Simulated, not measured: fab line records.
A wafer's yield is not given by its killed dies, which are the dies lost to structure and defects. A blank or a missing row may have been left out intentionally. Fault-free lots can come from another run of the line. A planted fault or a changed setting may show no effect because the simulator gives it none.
Chamber matching ; flow rit-cmos ; RIT_ACTIVE_ETCH_13 on rie-diel-04 has 4 sister chambers
The step etches Si3N4 in SF6, stops on SiO2, time 210 s, target depth 210 nm. 4 wafers are shown with their chamber, then 7 later ones without.

== WAFERS WITH THEIR CHAMBER ==
wafer;chamber;throttle-valve-pct (%)
L336.4;1;7.51
L340.1;0;7.65
L343.2;3;7.43
L343.3;2;7.28

== WAFERS WITH NO CHAMBER GIVEN ==
wafer;throttle-valve-pct (%)
L343.5;7.66
L351.1;7.67
L351.3;7.53
L351.4;7.43
L352.1;7.43
L352.3;7.53
L352.5;7.53

== THE CHAMBER EACH PASSED THROUGH ==
wafer;from the rows above;in truth
L343.5;0;0
L351.1;0;0
L351.3;1;1
L351.4;3;3
L352.1;3;3
L352.3;1;1
L352.5;1;1
Correct placement for 7 of the 7. From these rows, 0 cannot be placed. Wrongly placed: 0.
How it was worked out, from the rows above alone: a wafer's distance from a chamber is the root of the sum, over the readings, of the square of ((its reading less the chamber's mean) divided by the reading's scatter). If the next closest chamber is less than 2 further off than the closest, the wafer can't be placed; otherwise it belongs to the closest. A chamber's mean is the mean of its shown wafers. The scatter: root of mean squared gap, hidden wafer to nearest shown wafer, with one shown wafer a chamber.
